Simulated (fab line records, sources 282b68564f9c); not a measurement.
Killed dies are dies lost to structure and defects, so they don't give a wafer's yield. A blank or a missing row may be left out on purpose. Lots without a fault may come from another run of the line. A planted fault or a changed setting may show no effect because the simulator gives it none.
fab line records | flow rit_cmos
record lots=14 wafers=42 last_day=7
route steps=202 shown PSD@150 M1@202
lots that met no fault: from a run of the same line without faults
start_h: hours from the record's first day to the start of the lot's first wafer shown | wait_h: hours since the lot's step before | " the same as in the row above | L1.1+2: a row that stands for several wafers | - no value, or no start given | * or withheld: withheld | < > ~ a bound
route shown NAME@n: a module of which the file shows steps, and the number in the route of the first | usual: mean/standard deviation of fault-free wafers | same: alike in all rows | chamber/n: place in a boat | sites: the reading at each site | _std_site: their standard deviation | _edge_site: outer sites' mean less inner sites' | radius_mm: how far each site lies from the wafer's centre | mask NAME#n: copy n | behind: the tool/chamber that last shaped the wafer | hold: why the lot was held/for how many hours/how that ended | device: the transistor (n, p or np) that didn't switch | end of line: the same wafers' tests at the end of the route | a step without rows: its recipe alone | killed: dies lost to structure and defects at the first sort, not the wafer's yield | map: a wafer's dies, x killed, . not, _ none there
set.NAME: the setting as run; set.NAME@STEP: as run at that earlier step | model.NAME: the simulator's own value behind a step, which no gauge read
steps of the route over a sample of lots; a table a step, a row a wafer
services: from which hour (start_h, from the record's first day; less than 0 if before it) a tool's chamber was out of use, for how many hours, and why
## steps
# step RIT_PSD_IMPLANT_08
# recipe species=BF2 energy_kev=27 dose_cm2=4.93e+15 tilt_deg=7
# usual beam_on_s=13.1/0.73 dose_ions_cm2=4.929e+15/5.4e+12 faraday_current_uA=11564/640
# columns lot.wafer tool chamber start_h wait_h beam_on_s dose_ions_cm2 faraday_current_uA
L580.1 implanter-04 0 52.40 0.1 13.4 4.928e+15 11385
L580.4 " 0 " " 13.8 4.928e+15 10957
L580.6 " 0 " " 13.7 4.929e+15 11005
L581.1 implanter-04 0 55.24 0.1 13.9 4.927e+15 10943
L581.3 " 0 " " 13.8 4.925e+15 11019
L581.4 " 0 " " 13.9 4.925e+15 10957
L582.2 implanter-03 0 60.07 0.1 12.0 4.934e+15 12534
L582.4 " 0 " " 12.2 4.929e+15 12404
L582.6 " 0 " " 12.1 4.933e+15 12396
L582.2 implanter-03 0 60.38 0.3 12.0 4.934e+15 12564
L582.4 " 0 " " 12.1 4.943e+15 12473
L582.6 " 0 " " 12.5 4.933e+15 12129
L587.3 implanter-04 0 85.87 0.1 14.2 4.934e+15 10656
L587.4 " 0 " " 13.6 4.944e+15 11136
L587.6 " 0 " " 13.8 4.942e+15 10973
L589.3 implanter-04 0 98.88 0.1 13.7 4.929e+15 11017
L589.4 " 0 " " 13.5 4.934e+15 11195
L589.6 " 0 " " 13.5 4.931e+15 11232
L589.3 implanter-04 0 99.20 0.3 14.0 4.924e+15 10839
L589.4 " 0 " " 13.3 4.926e+15 11383
L589.6 " 0 " " 14.0 4.931e+15 10896
L594.3 implanter-03 0 121.46 0.1 12.3 4.931e+15 12359
L594.5 " 0 " " 11.9 4.939e+15 12747
L594.6 " 0 " " 12.6 4.934e+15 12060
L595.1 implanter-03 0 124.09 0.1 12.0 4.931e+15 12502
L595.5 " 0 " " 12.4 4.928e+15 12312
L595.6 " 0 " " 12.3 4.933e+15 12276
L596.3 implanter-03 0 129.43 0.1 12.0 4.928e+15 12666
L596.4 " 0 " " 11.8 4.925e+15 12859
L596.5 " 0 " " 12.4 4.928e+15 12254
L597.1 implanter-04 0 134.93 0.1 13.9 4.925e+15 10839
L597.2 " 0 " " 13.4 4.936e+15 11272
L597.6 " 0 " " 14.2 4.929e+15 10693
L598.2 implanter-01 0 141.25 0.1 13.5 4.923e+15 11296
L598.4 " 0 " " 13.2 4.924e+15 11471
L598.6 " 0 " " 13.6 4.923e+15 11174
L599.1 implanter-03 0 149.02 0.1 12.3 4.929e+15 12225
L599.4 " 0 " " 12.5 4.934e+15 12095
L599.6 " 0 " " 11.8 4.927e+15 12734
L600.1 implanter-04 0 154.27 0.1 13.8 4.927e+15 10997
L600.5 " 0 " " 13.6 4.931e+15 11174
L600.6 " 0 " " 13.2 4.928e+15 11506
L601.2 implanter-04 0 155.68 0.1 13.8 4.939e+15 11053
L601.3 " 0 " " 13.8 4.927e+15 10983
L601.4 " 0 " " 13.8 4.936e+15 11011
L602.2 implanter-03 0 161.23 0.1 12.4 4.938e+15 12161
L602.4 " 0 " " 12.6 4.941e+15 11967
L602.5 " 0 " " 12.1 4.927e+15 12533
# step RIT_PSD_TW_MEAS_10
# usual PSD_TW=3437/24
# columns lot.wafer tool chamber start_h wait_h PSD_TW
L580.1 film_metro-02 - 52.72 0.1 3424
L580.4 " - " " 3431
L580.6 " - " " 3421
L581.1 film_metro-04 - 55.56 0.1 3447
L581.3 " - " " 3457
L581.4 " - " " 3443
L582.2 film_metro-03 - 60.69 0.1 3612
L582.4 " - " " 3626
L582.6 " - " " 3615
L587.3 film_metro-02 - 86.16 0.1 3395
L587.4 " - " " 3374
L587.6 " - " " 3406
L589.3 film_metro-03 - 99.49 0.1 3619
L589.4 " - " " 3612
L589.6 " - " " 3616
L594.3 film_metro-04 - 121.76 0.1 3471
L594.5 " - " " 3469
L594.6 " - " " 3479
L595.1 film_metro-03 - 124.41 0.1 3472
L595.5 " - " " 3451
L595.6 " - " " 3473
L596.3 film_metro-02 - 129.72 0.1 3392
L596.4 " - " " 3415
L596.5 " - " " 3396
L597.1 film_metro-04 - 135.26 0.1 3478
L597.2 " - " " 3463
L597.6 " - " " 3471
L598.2 film_metro-03 - 141.56 0.1 3445
L598.4 " - " " 3453
L598.6 " - " " 3446
L599.1 film_metro-02 - 149.34 0.1 3398
L599.4 " - " " 3407
L599.6 " - " " 3424
L600.1 film_metro-03 - 154.62 0.1 3429
L600.5 " - " " 3446
L600.6 " - " " 3419
L601.2 film_metro-03 - 155.99 0.1 3441
L601.3 " - " " 3442
L601.4 " - " " 3456
L602.2 film_metro-02 - 161.54 0.1 3403
L602.4 " - " " 3421
L602.5 " - " " 3420
# step RIT_SDANNEAL_RS_MEAS_04
# recipe thk_meas_gauge=four-point-probe
# usual PSD_RS=116.1/0.3
# columns lot.wafer tool chamber start_h wait_h PSD_RS[ohm/sq]
L580.1 film_metro-03 - 53.23 0.0 116.4
L580.4 " - " " 116.2
L580.6 " - " " 115.8
L581.1 film_metro-03 - 56.08 0.0 116.4
L581.3 " - " " 116.1
L581.4 " - " " 116.2
L582.2 film_metro-02 - 61.25 0.1 107.0
L582.4 " - " " 107.3
L582.6 " - " " 107.6
L587.3 film_metro-03 - 86.67 0.1 116.1
L587.4 " - " " 116.0
L587.6 " - " " 116.0
L589.3 film_metro-03 - 100.00 0.1 108.1
L589.4 " - " " 108.2
L589.6 " - " " 108.2
L594.3 film_metro-04 - 122.35 0.1 116.0
L594.5 " - " " 115.6
L594.6 " - " " 115.8
L595.1 film_metro-02 - 124.97 0.0 115.8
L595.5 " - " " 116.2
L595.6 " - " " 116.2
L596.3 film_metro-04 - 130.30 0.1 115.8
L596.4 " - " " 116.0
L596.5 " - " " 116.0
L597.1 film_metro-04 - 135.87 0.1 115.8
L597.2 " - " " 115.9
L597.6 " - " " 116.1
L598.2 film_metro-04 - 142.09 0.1 116.3
L598.4 " - " " 115.9
L598.6 " - " " 116.0
L599.1 film_metro-02 - 149.83 0.0 116.3
L599.4 " - " " 115.8
L599.6 " - " " 116.3
L600.1 film_metro-03 - 155.33 0.0 116.9
L600.5 " - " " 116.4
L600.6 " - " " 116.4
L601.2 film_metro-02 - 156.90 0.1 116.2
L601.3 " - " " 116.0
L601.4 " - " " 116.2
L602.2 film_metro-03 - 162.07 0.1 116.0
L602.4 " - " " 115.7
L602.5 " - " " 116.0
# step RIT_M1_PROBE_99
# usual killed_at_contacts=0.0/0.2 killed_at_front_end=6.6/2.9 killed_dies=6.6/3 killed_open=3.4/2 killed_short=3.2/2
# same gross_dies=264 killed_at_M0_to_M3=0 killed_at_M4_up=0 killed_at_back_side=0 killed_at_other=0
# columns lot.wafer tool chamber start_h wait_h killed_at_contacts killed_at_front_end killed_dies killed_open killed_short
L582.2 prober-01 - 76.40 0.1 0 14 14 7 7
L582.4 prober-01 - 76.50 0.2 0 7 7 4 3
L582.6 prober-01 - 76.60 0.2 0 10 10 7 3
L589.3 prober-01 - 107.81 0.2 0 10 10 6 4
L589.4 prober-01 - 107.86 0.2 0 6 6 3 3
L589.6 prober-01 - 107.96 0.2 0 3 3 2 1
# killed by level:class
L582.2 GATE:geometric_particle:open=5 GATE:geometric_particle:short=5 ACTIVE:geometric_particle:open=1 REOX:geometric_particle:short=1 SPACER:geometric_particle:open=1 SPACER:geometric_particle:short=1
L582.4 GATE:geometric_particle:open=2 GATE:geometric_particle:short=1 REOX:geometric_particle:open=1 SPACER:geometric_particle:short=1 SPACER:geometric_particle:open=1 SILICIDE:geometric_particle:short=1
L582.6 REOX:geometric_particle:open=3 FOX1:geometric_particle:open=2 GATE:geometric_particle:open=2 GATE:geometric_particle:short=2 FOX1:geometric_particle:short=1
L589.3 GATE:geometric_particle:open=4 GATE:geometric_particle:short=3 REOX:geometric_particle:open=1 SPACER:geometric_particle:open=1 SILICIDE:geometric_particle:short=1
L589.4 GATE:geometric_particle:open=2 GATE:geometric_particle:short=2 REOX:geometric_particle:open=1 SILICIDE:geometric_particle:short=1
L589.6 FOX2:geometric_particle:open=2 SILICIDE:geometric_particle:short=1
## services
# columns tool chamber start_h hours kind
implanter-01 - 42.13 3.2 pm
implanter-01 - 72.81 2.4 repair
implanter-01 - 109.16 29.6 pm
implanter-03 - 136.38 6.0 pm
## key
first_sign step=RIT_PSD_IMPLANT_08 reading=visit direction=added
effect step=RIT_PSD_TW_MEAS_10 reading=PSD_TW direction=up sigmas=7.5 usual=3437 struck=3617
effect step=RIT_SDANNEAL_RS_MEAS_04 reading=PSD_RS direction=down sigmas=28 usual=116.1 struck=107.7
met_at RIT_PSD_IMPLANT_08
struck_lots L582,L589
tester_left_out L582,L589
fault kind=repeated_step_whole tool=implanter-01,implanter-03,implanter-04 chamber=- onset_h=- steps=RIT_PSD_IMPLANT_08 times=1 scope=struck_lots_only
# tester_left_out: of these lots the tester's yield and bins aren't shown, on N5 and GAA mostly nor the transistor test; their killed dies are dies lost to structure and defects alone, not to doping, threshold or leakage, so they don't give the yield
